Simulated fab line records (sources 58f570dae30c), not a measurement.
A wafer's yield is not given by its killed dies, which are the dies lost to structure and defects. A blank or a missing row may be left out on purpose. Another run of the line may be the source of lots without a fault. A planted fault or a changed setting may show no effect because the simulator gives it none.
One fault seen from 2 desks || flow berkeleyCmos170 || only its own numbers are on each desk; what lay behind them is given at the end

AT THE TOOL OWNER'S DESK: furnace-02
The tool's own readings at UCB170_GATE_OXIDATION_01 (target thk 6.6 nm, ox time 1800 s): means of the sampled wafers that have a number, for each lot that ran on this tool. Marked OUT: a lot whose mean sits more than 4 standard deviations from the usual mean, which makes it out of limits; the brackets give that distance.
Columns: A = oxTempCMax at UCB170_GATE_OXIDATION_01, usual 853.2
{"lot": "L325", "first seen here": "day 8 12:59", "A": 853.3}
{"lot": "L326", "first seen here": "day 8 12:59", "A": 853.9}
{"lot": "L327", "first seen here": "day 8 22:45", "A": 854.7}
{"lot": "L328", "first seen here": "day 8 22:45", "A": 853.7}
{"lot": "L329", "first seen here": "day 8 22:45", "A": 854.7}
This desk's verdict: no lot among the 5 shows anything out of limits.

METROLOGY DESK
What the gauges read, lot by lot, whatever tool the lot ran on: means of the sampled wafers that have a number. Marked OUT: a lot whose mean sits more than 4 standard deviations from the usual mean, which makes it out of limits; the brackets give that distance.
Columns: A = ACTIVE_OXIDE_THK at UCB170_ACTIVE_THK_MEAS_03, usual 26.2 nm; B = FIELD_OXIDE_LEFT_1_THK at UCB170_FIELD_THK_MEAS_90, usual 437 nm; C = PVT_OVL at UCB170_PVT_OVL_MEAS_06, usual -1 nm; D = GATE_OXIDE_THK at UCB170_GATE_THK_MEAS_02, usual 6.53 nm
{"lot": "L317", "first seen here": "day 4 13:20", "A": 26.6, "B": 436, "C": 0, "D": 6.72}
{"lot": "L318", "first seen here": "day 4 13:20", "A": 26.1, "B": 447, "C": 10, "D": 6.56}
{"lot": "L319", "first seen here": "day 4 13:22", "A": 26.0, "B": 429, "C": 1, "D": 6.53}
{"lot": "L320", "first seen here": "day 5 00:26", "A": 25.6, "B": 433, "C": -6, "D": 6.47}
{"lot": "L324", "first seen here": "day 5 09:11", "A": 27.1, "B": 428, "C": -5, "D": 6.68}
{"lot": "L323", "first seen here": "day 5 09:12", "A": 26.2, "B": 453, "C": 2, "D": 6.45}
{"lot": "L321", "first seen here": "day 5 09:13", "A": 27.1, "B": 447, "C": 0, "D": 6.36}
{"lot": "L322", "first seen here": "day 5 09:15", "A": 26.2, "B": 432, "C": 0, "D": 6.40}
{"lot": "L326", "first seen here": "day 6 03:13", "A": 26.1, "B": 448, "C": -3, "D": 6.52}
{"lot": "L325", "first seen here": "day 6 03:14", "A": 26.6, "B": 442, "C": -4, "D": 6.61}
{"lot": "L328", "first seen here": "day 6 18:02", "A": 26.7, "B": 456, "C": -7, "D": "5.78 (-5.8) OUT"}
{"lot": "L329", "first seen here": "day 6 18:02", "A": 26.2, "B": 433, "C": -2, "D": "5.55 (-7.5) OUT"}
{"lot": "L327", "first seen here": "day 6 18:04", "A": 26.2, "B": 440, "C": -2, "D": "5.68 (-6.6) OUT"}
{"lot": "L337", "first seen here": "day 8 15:50", "A": 27.0, "B": 436, "C": -6, "D": 6.47}
{"lot": "L338", "first seen here": "day 8 15:56", "A": 26.9, "B": 433, "C": 8, "D": 6.39}
Per this desk, out of limits: L327, L328, L329; the first was L328, day 9 00:16 (GATE_OXIDE_THK at UCB170_GATE_THK_MEAS_02). L317, L318, L319, L320, L324, L323, L321, L322, L326, L325, L337, L338: within limits.

BROUGHT TOGETHER
The metrology desk could have raised an alarm at day 9 00:16, on L327, L328, L329.
Nothing out of limits was seen by the tool owner's desk.
Tool owner's desk: L327, L328, L329 on record, inside its limits.
On furnace-02, each named lot ran UCB170_GATE_OXIDATION_01.

WHAT THE SIMULATOR HAD INSERTED
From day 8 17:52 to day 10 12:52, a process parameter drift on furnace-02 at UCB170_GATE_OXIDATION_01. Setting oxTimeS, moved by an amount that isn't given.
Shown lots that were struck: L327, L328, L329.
Delay in hours, fault start to first out-of-limits reading, per desk: metrology desk 6.
